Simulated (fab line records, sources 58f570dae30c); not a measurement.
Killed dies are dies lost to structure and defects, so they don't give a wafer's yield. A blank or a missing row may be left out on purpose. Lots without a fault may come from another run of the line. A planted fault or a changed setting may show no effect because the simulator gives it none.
Which tool did it? | flow berkeley_cmos170 | 14 lots, 42 wafers sampled, at 5 steps of a route of 331

WHAT THE GAUGES READ, wafer by wafer
UCB170_SILICIDE_RS_MEAS_02: measures by four-point-probe. Usual: SILICIDE_TI_RS 26.7 ohm/sq, standard deviation 0.46.
lot  | measured     | on            | SILICIDE_TI_RS (ohm/sq) | flag
L166 | day 7 16:41  | film_metro-04 | 26.0 26.7 26.7          |
L165 | day 7 16:56  | film_metro-04 | 26.3 26.9 26.6          |
L167 | day 7 16:59  | film_metro-01 | 27.5 27.1 27.0          |
L170 | day 8 07:36  | film_metro-02 | 26.9 26.5 26.5          |
L168 | day 8 07:50  | film_metro-02 | 27.1 27.2 26.9          |
L169 | day 8 08:05  | film_metro-02 | 26.4 25.9 26.1          |
L173 | day 8 12:46  | film_metro-04 | 27.0 26.5 27.2          |
L172 | day 8 12:55  | film_metro-02 | 26.8 26.6 26.6          |
L174 | day 8 20:38  | film_metro-04 | 27.2 27.4 27.0          |
L180 | day 9 22:32  | film_metro-01 | 25.9 26.6 26.9          |
L178 | day 10 13:17 | film_metro-02 | 26.8 26.8 26.7          |
L187 | day 11 19:44 | film_metro-04 | 26.6 26.5 26.6          |
L186 | day 11 20:17 | film_metro-01 | 26.6 26.3 26.5          |
L185 | day 11 20:22 | film_metro-04 | 26.9 27.2 27.1          |

UCB170_V1_CD_MEAS_12: target cd 700 nm. Usual: cd_nm 699.9 nm, standard deviation 1.3.
lot  | measured     | on        | cd_nm (nm)        | flag
L166 | day 8 07:04  | cd_sem-01 | 697.5 697.3 698.3 |
L165 | day 8 07:14  | cd_sem-02 | 699.8 699.5 700.3 |
L167 | day 8 12:02  | cd_sem-01 | 700.9 698.3 698.8 |
L170 | day 8 20:28  | cd_sem-02 | 700.4 701.0 698.1 |
L168 | day 8 20:16  | cd_sem-02 | 700.3 699.9 699.8 |
L169 | day 8 20:43  | cd_sem-02 | 700.8 700.4 700.1 |
L173 | day 9 04:21  | cd_sem-01 | 701.9 701.7 701.0 |
L172 | day 9 04:47  | cd_sem-02 | 700.8 701.0 701.3 |
L174 | day 9 14:46  | cd_sem-01 | 700.6 702.0 701.5 |
L180 | day 10 16:38 | cd_sem-02 | 699.0 699.9 699.8 |
L178 | day 11 06:30 | cd_sem-01 | 701.6 700.9 701.9 |
L187 | day 12 11:21 | cd_sem-02 | 699.0 699.1 698.9 |
L186 | day 12 11:38 | cd_sem-01 | 698.4 698.7 699.8 |
L185 | day 12 11:28 | cd_sem-02 | 696.1 697.3 697.3 |

UCB170_V2_THK_MEAS_01. Usual: V2_TEOS_THK 2003 nm, standard deviation 25.
lot  | measured     | on            | V2_TEOS_THK (nm) | flag
L166 | day 8 10:35  | film_metro-04 | 1973 2034 2013   |
L165 | day 8 10:42  | film_metro-04 | 1967 1961 2025   |
L167 | day 8 15:56  | film_metro-02 | 1979 1975 1991   |
L170 | day 9 00:32  | film_metro-04 | 1979 2021 2033   |
L168 | day 9 00:05  | film_metro-03 | 2023 2035 2038   |
L169 | day 9 00:41  | film_metro-02 | 1999 2008 2008   |
L173 | day 9 10:11  | film_metro-02 | 2008 1991 2038   |
L172 | day 9 10:31  | film_metro-03 | 1949 2001 2010   |
L174 | day 9 17:59  | film_metro-04 | 1956 1962 1991   |
L180 | day 10 20:56 | film_metro-03 | 2826 2855 2882   | OFF
L178 | day 11 10:47 | film_metro-03 | 2841 2834 2888   | OFF
L187 | day 12 15:48 | film_metro-03 | 1997 2033 1988   |
L186 | day 12 16:27 | film_metro-03 | 2019 2019 2045   |
L185 | day 12 16:08 | film_metro-03 | 1983 1959 2001   |

WHICH TOOL RAN EACH LOT (tool, then ch and the chambers of the sampled wafers, then the start)
lot  | UCB170_CONTACT_ETCH_18                        | UCB170_V2_CVD_00
L166 | rie_diel-04 ch 0,2,3, day 8 07:04 or earlier  | pecvd-03 ch 0,1,2, day 8 10:26
L165 | rie_diel-03 ch 0,2,3, day 8 07:14 or earlier  | pecvd-01 ch 0,2, day 8 10:33
L167 | rie_diel-01 ch 1,2,3, day 8 12:02 or earlier  | pecvd-02 ch 0,1,2, day 8 15:47
L170 | rie_diel-04 ch 0,1, day 8 20:28 or earlier    | pecvd-02 ch 1,2, day 9 00:23
L168 | rie_diel-03 ch 2,3, day 8 20:16 or earlier    | pecvd-01 ch 0,1,2, day 8 23:59
L169 | rie_diel-04 ch 0,2,3, day 8 20:43 or earlier  | pecvd-03 ch 0,1,2, day 9 00:31
L173 | rie_diel-03 ch 0,1,3, day 9 04:21 or earlier  | pecvd-03 ch 0,2, day 9 10:02
L172 | rie_diel-01 ch 0,1, day 9 04:47 or earlier    | pecvd-01 ch 0,1, day 9 10:20
L174 | rie_diel-04 ch 1,2,3, day 9 14:46 or earlier  | pecvd-01 ch 0,1,2, day 9 17:50
L180 | rie_diel-04 ch 0,1,3, day 10 16:38 or earlier | pecvd-01 ch 1,2, day 10 20:47
L178 | rie_diel-03 ch 1,2, day 11 06:30 or earlier   | pecvd-01 ch 0,1, day 11 10:38
L187 | rie_diel-01 ch 0,2, day 12 11:21 or earlier   | pecvd-03 ch 0,1,2, day 12 15:38
L186 | rie_diel-04 ch 0,2,3, day 12 11:38 or earlier | pecvd-02 ch 0,1,2, day 12 16:14
L185 | rie_diel-01 ch 0,1,3, day 12 11:28 or earlier | pecvd-03 ch 1,2, day 12 15:59
- UCB170_CONTACT_ETCH_18: etches PSG in CHF3/CF4/Ar, stops on TiSi2, target depth 840 nm, time 195 s.
- UCB170_V2_CVD_00: deposits SiO2 from TEOS/O2, target thk 2000 nm, time 250 s.

WHAT THE TOOLS THEMSELVES READ (means of the sampled wafers that have a number; where no wafer has one, the mark that the record gives instead)
UCB170_CONTACT_ETCH_18. Usual: drypump_motor_current_A 5.8 A, standard deviation 0.44; oes_product_au 0.890 a.u., standard deviation 0.01; rf_fwd_power_W 698.0 W, standard deviation 2.3; throttle_valve_pct 6.99 %, standard deviation 0.089.
lot  | tool        | drypump_motor_current_A (A) | oes_product_au (a.u.) | rf_fwd_power_W (W) | throttle_valve_pct (%) | flag
L166 | rie_diel-04 | 5.6                         | 0.877                 | 698.5              | 6.98                   |
L165 | rie_diel-03 | 5.9                         | 0.893                 | 699.4              | 6.92                   |
L167 | rie_diel-01 | 6.1                         | 0.901                 | 699.8              | 7.02                   |
L170 | rie_diel-04 | 5.2                         | 0.895                 | 699.5              | 7.01                   |
L168 | rie_diel-03 | 5.7                         | 0.886                 | 698.1              | 6.92                   |
L169 | rie_diel-04 | 5.6                         | 0.889                 | 696.4              | 6.99                   |
L173 | rie_diel-03 | 6.1                         | 0.893                 | 699.5              | 6.99                   |
L172 | rie_diel-01 | 6.2                         | 0.892                 | 697.1              | 7.00                   |
L174 | rie_diel-04 | 5.3                         | 0.893                 | 699.6              | 6.95                   |
L180 | rie_diel-04 | 5.5                         | 0.896                 | 699.4              | 6.94                   |
L178 | rie_diel-03 | 5.8                         | 0.888                 | 696.5              | 7.02                   |
L187 | rie_diel-01 | 6.0                         | 0.891                 | 697.3              | 7.05                   |
L186 | rie_diel-04 | 5.6                         | 0.885                 | 696.7              | 6.97                   |
L185 | rie_diel-01 | 6.2                         | 0.899                 | 697.8              | 6.98                   |

UCB170_V2_CVD_00. Usual: heater_power_w 258 W, standard deviation 68; rf_fwd_power_W 548.5 W, standard deviation 1.8.
lot  | tool     | heater_power_w (W) | rf_fwd_power_W (W) | flag
L166 | pecvd-03 | 200                | 547.7              |
L165 | pecvd-01 | 241                | 549.3              |
L167 | pecvd-02 | 325                | 549.9              |
L170 | pecvd-02 | 313                | 548.7              |
L168 | pecvd-01 | 255                | 548.3              |
L169 | pecvd-03 | 211                | 549.2              |
L173 | pecvd-03 | 199                | 549.2              |
L172 | pecvd-01 | 274                | 547.5              |
L174 | pecvd-01 | 315                | 549.3              |
L180 | pecvd-01 | 260                | 547.8              |
L178 | pecvd-01 | 297                | 547.9              |
L187 | pecvd-03 | 193                | 550.4              |
L186 | pecvd-02 | 271                | 547.9              |
L185 | pecvd-03 | 233                | 548.9              |

THE ANSWER, worked out from the rows above alone
Rule: a lot is off if the mean of its wafers that have a number lies more than 3 standard deviations from the usual mean. A lot without any number at a reading at which 4 lots or more have one is off too. The other lots that the step has rows for count as sound. The gauges are gone through in route order, then the tools' own readings, and for those a lot's mean is taken as printed above. The first step at which some lot is off is used, and at that step the reading that is off furthest; a lot without a number counts as furthest.
Off: L180, L178, at UCB170_V2_THK_MEAS_01 (V2_TEOS_THK).
A tool fits if, at a process step before that reading, it ran every lot that is off, and no sound lot after the first of them. The gauges at UCB170_V2_THK_MEAS_01 are tried like those tools. UCB170_CONTACT_ETCH_18 gives no start for some lots, so the hours and the order of its lots are those of UCB170_V1_CD_MEAS_12. One fits: pecvd-01 at UCB170_V2_CVD_00. Its last sound lot is L174 (day 9 17:50), its first lot that is off L180 (day 10 20:47): a fault that began between those two fits.

WHAT THE SIMULATOR HAD PUT IN
Process parameter drift: pecvd-01, from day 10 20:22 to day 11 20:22, at UCB170_V2_CVD_00. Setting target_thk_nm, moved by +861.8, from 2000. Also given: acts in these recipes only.
Lots struck among those shown: L180, L178. The rule above found the same.
